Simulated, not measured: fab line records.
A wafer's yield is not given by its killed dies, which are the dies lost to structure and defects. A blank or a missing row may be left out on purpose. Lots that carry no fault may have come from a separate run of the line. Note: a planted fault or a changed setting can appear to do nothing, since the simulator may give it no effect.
The tool behind it: which one?	flow berkeleyCmos170	14 lots with 42 wafers sampled at 6 steps, on a route of 331 steps

== WHAT EACH GAUGE READ, for each wafer ==
UCB170_ACTIVE_THK_MEAS_03. Usual: ACTIVE_OXIDE_THK typically reads 26.5 nm, with standard deviation 0.47.
lot	measured	on	ACTIVE_OXIDE_THK (nm)	flag
L699	day 4 20:04	filmMetro-03	26.3 26.5 26.4	
L700	day 4 20:05	filmMetro-01	26.7 27.0 27.0	
L698	day 4 20:05	filmMetro-04	27.3 26.6 26.7	
L701	day 5 02:22	filmMetro-04	25.3 25.4 25.7	
L705	day 5 23:23	filmMetro-03	27.0 27.2 27.0	
L704	day 5 23:23	filmMetro-01	26.8 27.0 27.1	
L707	day 6 04:55	filmMetro-01	27.0 27.1 27.0	
L708	day 6 14:25	filmMetro-01	26.6 26.4 26.8	
L710	day 7 01:29	filmMetro-03	26.3 26.1 26.2	
L713	day 7 21:39	filmMetro-03	26.4 26.2 25.8	
L714	day 7 21:39	filmMetro-04	26.7 26.5 26.3	
L715	day 8 04:31	filmMetro-04	26.9 27.0 27.0	
L719	day 9 06:19	filmMetro-01	26.0 26.1 25.7	
L720	day 9 06:22	filmMetro-04	26.2 25.9 26.9	

UCB170_SCREENOX_THK_MEAS_02. Usual: SCREENOX_OXIDE_THK typically reads 14.4 nm, with standard deviation 0.3.
lot	measured	on	SCREENOX_OXIDE_THK (nm)	flag
L699	day 6 17:29	filmMetro-03	14.6 14.4 14.6	
L700	day 6 17:33	filmMetro-04	14.5 14.6 14.7	
L698	day 6 17:30	filmMetro-01	14.4 14.5 14.3	
L701	day 6 17:29	filmMetro-04	14.7 14.7 15.0	
L705	day 7 08:30	filmMetro-03	14.7 14.8 14.8	
L704	day 7 08:31	filmMetro-01	14.4 14.7 14.2	
L707	day 7 20:47	filmMetro-03	13.9 14.1 14.3	
L708	day 8 08:07	filmMetro-03	14.1 13.8 14.2	
L710	day 8 18:17	filmMetro-01	14.6 14.8 14.7	
L713	day 9 18:56	filmMetro-01	14.3 14.4 14.3	
L714	day 9 18:56	filmMetro-04	14.0 14.1 13.9	
L715	day 10 05:22	filmMetro-04	13.8 14.1 14.1	
L719	day 10 19:22	filmMetro-03	13.8 13.7 14.0	
L720	day 10 19:21	filmMetro-01	14.2 14.3 14.3	

UCB170_PLDD_TW_MEAS_11. Usual: PLDD_TW typically reads 1006, with standard deviation 11.
lot	measured	on	PLDD_TW	flag
L699	day 7 22:40	filmMetro-03	999 995 992	
L700	day 7 22:41	filmMetro-01	1003 1001 1003	
L698	day 7 22:37	filmMetro-04	1019 1027 1019	
L701	day 7 22:22	filmMetro-01	1007 1007 1010	
L705	day 8 14:30	filmMetro-01	1075 1075 1070	OFF
L704	day 8 13:47	filmMetro-01	1007 1005 1010	
L707	day 9 06:00	filmMetro-03	1005 992 998	
L708	day 9 13:09	filmMetro-04	1093 1085 1085	OFF
L710	day 10 01:08	filmMetro-04	1017 1029 1016	
L713	day 10 20:45	filmMetro-01	995 1005 1004	
L714	day 10 20:55	filmMetro-03	992 995 996	
L715	day 11 11:21	filmMetro-01	1011 1008 997	
L719	day 11 19:02	filmMetro-03	992 993 993	
L720	day 11 19:35	filmMetro-03	997 998 988	

UCB170_SDANNEAL_RS_MEAS_04: a four-point-probe measurement. Usual: PLDD_RS typically reads 1031.2 ohm/sq, with standard deviation 2.6.
lot	measured	on	PLDD_RS (ohm/sq)	flag
L699	day 8 12:42	filmMetro-04	1033.2 1032.5 1034.8	
L700	day 8 12:53	filmMetro-03	1030.1 1029.5 1028.1	
L698	day 8 11:52	filmMetro-04	1033.6 1029.6 1032.5	
L701	day 8 12:14	filmMetro-03	1032.4 1027.5 1031.6	
L705	day 9 06:56	filmMetro-03	877.4 879.3 878.6	OFF
L704	day 9 05:57	filmMetro-01	1032.1 1033.0 1034.0	
L707	day 9 22:37	filmMetro-01	1029.1 1029.4 1027.5	
L708	day 9 22:51	filmMetro-03	874.9 877.8 876.2	OFF
L710	day 10 15:55	filmMetro-01	1030.9 1031.5 1031.8	
L713	day 11 14:00	filmMetro-01	1030.7 1029.2 1030.0	
L714	day 11 13:31	filmMetro-04	1033.9 1037.1 1035.8	
L715	day 12 05:02	filmMetro-04	1029.3 1027.6 1031.8	
L719	day 12 07:19	filmMetro-01	1034.2 1030.0 1032.3	
L720	day 12 08:17	filmMetro-01	1031.6 1031.2 1027.5	

== WHICH TOOL RAN EACH LOT (tool, then ch and the chambers of the sampled wafers, then the start) ==
lot	UCB170_GATE_ETCH_14	UCB170_PLDD_IMPLANT_09
L699	rieDiel-03 ch 0,1,3, day 7 18:13	implanter-02 ch 0, day 7 22:23
L700	rieDiel-01 ch 0,1, day 7 18:06	implanter-03 ch 0, day 7 22:26
L698	rieDiel-04 ch 1,3, day 7 17:50	implanter-01 ch 0, day 7 22:17
L701	rieDiel-03 ch 0,3, day 7 17:10	implanter-03 ch 0, day 7 22:07
L705	rieDiel-03 ch 0,2,3, day 8 11:57	implanter-03 ch 0, day 8 14:15
L704	rieDiel-03 ch 0,2, day 8 11:23	implanter-02 ch 0, day 8 13:33
L707	rieDiel-01 ch 0,3, day 9 01:14	implanter-01 ch 0, day 9 05:45
L708	rieDiel-03 ch 0,3, day 9 10:59	implanter-03 ch 0, day 9 12:54
L710	rieDiel-03 ch 0,2,3, day 9 23:04	implanter-02 ch 0, day 10 00:53
L713	rieDiel-01 ch 1,2, day 10 18:13	implanter-02 ch 0, day 10 20:32
L714	rieDiel-03 ch 1,3, day 10 18:29	implanter-01 ch 0, day 10 20:42
L715	rieDiel-01 ch 0,1,3, day 11 09:10	implanter-01 ch 0, day 11 11:07
L719	rieDiel-03 ch 1,2,3, day 11 16:43	implanter-01 ch 0, day 11 18:49
L720	rieDiel-04 ch 0,1,2, day 11 17:01	implanter-01 ch 0, day 11 19:20
- UCB170_GATE_ETCH_14: etches BARC in N2/H2.
- UCB170_PLDD_IMPLANT_09

== WHAT THE TOOLS THEMSELVES READ (means of the sampled wafers that have a number; where no wafer has one, the mark that the record gives instead) ==
UCB170_GATE_ETCH_14. Usual: biasW 100.0 W, standard deviation 0.33; drypumpMotorCurrentA 5.8 A, standard deviation 0.5; oesProductAu 1.002 a.u., standard deviation 0.02; throttleValvePct 13.18 %, standard deviation 0.12.
lot	tool	biasW (W)	drypumpMotorCurrentA (A)	oesProductAu (a.u.)	throttleValvePct (%)	flag
L699	rieDiel-03	100.1	5.9	1.020	13.18	
L700	rieDiel-01	99.9	5.3	1.001	13.04	
L698	rieDiel-04	99.8	5.7	0.978	13.21	
L701	rieDiel-03	99.9	5.7	1.019	13.17	
L705	rieDiel-03	99.7	6.0	1.002	13.20	
L704	rieDiel-03	100.0	5.7	1.004	13.10	
L707	rieDiel-01	99.9	6.1	1.012	13.15	
L708	rieDiel-03	100.2	5.7	1.019	13.17	
L710	rieDiel-03	100.1	6.1	0.999	13.21	
L713	rieDiel-01	99.4	5.3	0.995	13.11	
L714	rieDiel-03	100.4	6.3	1.010	13.32	
L715	rieDiel-01	99.9	5.7	1.005	13.07	
L719	rieDiel-03	100.1	6.3	0.999	13.25	
L720	rieDiel-04	100.1	5.7	0.996	13.27	

UCB170_PLDD_IMPLANT_09. Usual: beamOnS 10.2 s, standard deviation 0.46; doseIonsCm2 5.001e+13, standard deviation 5.5e+10.
lot	tool	beamOnS (s)	doseIonsCm2	flag
L699	implanter-02	9.9	4.996e+13	
L700	implanter-03	10.0	5.008e+13	
L698	implanter-01	10.9	5.000e+13	
L701	implanter-03	10.1	5.003e+13	
L705	implanter-03	13.8	7.286e+13	OFF
L704	implanter-02	10.2	5.006e+13	
L707	implanter-01	10.8	5.003e+13	
L708	implanter-03	14.2	7.292e+13	OFF
L710	implanter-02	10.2	4.992e+13	
L713	implanter-02	10.0	5.002e+13	
L714	implanter-01	10.9	4.999e+13	
L715	implanter-01	10.9	4.997e+13	
L719	implanter-01	11.1	4.998e+13	
L720	implanter-01	11.0	4.994e+13	

== THE ANSWER, worked out from the rows above alone ==
Rule: take the mean of a lot's wafers that have a number; if it is more than 3 standard deviations from the usual mean, the lot is off. A lot without any number at a reading at which 4 lots or more have one is off too. The other lots that the step has rows for count as sound. After the gauges, taken in route order, come the tools' own readings; for these a lot's mean is taken, as printed above. At the first step where some lot is off, the reading lying furthest off is the one used; lots without a number count as furthest.
Off: L705, L708, at UCB170_PLDD_TW_MEAS_11 (PLDD_TW).
A tool fits if, at a process step before that reading, it ran every lot that is off, and no sound lot after the first of them. The gauges at UCB170_PLDD_TW_MEAS_11 aren't tried: what is off there is off at UCB170_SDANNEAL_RS_MEAS_04 too, on other tools, and a gauge's error can't cause that. One fits: UCB170_PLDD_IMPLANT_09 on implanter-03. Its last sound lot is L700 (day 7 22:26), its first lot that is off L705 (day 8 14:15): a fault that began between those two fits.
The tool's own readings at UCB170_PLDD_IMPLANT_09 bear it out: on the lots that are off they differ by more than 5 times the standard deviation of the sound lots' means. beamOnS reads 14.0 s there against 10.5 s on the sound lots; doseIonsCm2 reads 7.289e+13 there against 5.000e+13 on the sound lots.

== WHAT HAD BEEN PUT IN BY THE SIMULATOR ==
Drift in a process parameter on implanter-03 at UCB170_PLDD_IMPLANT_09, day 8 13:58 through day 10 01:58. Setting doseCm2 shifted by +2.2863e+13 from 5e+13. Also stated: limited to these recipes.
Struck lots among those shown: L705, L708. The rule above found the same.
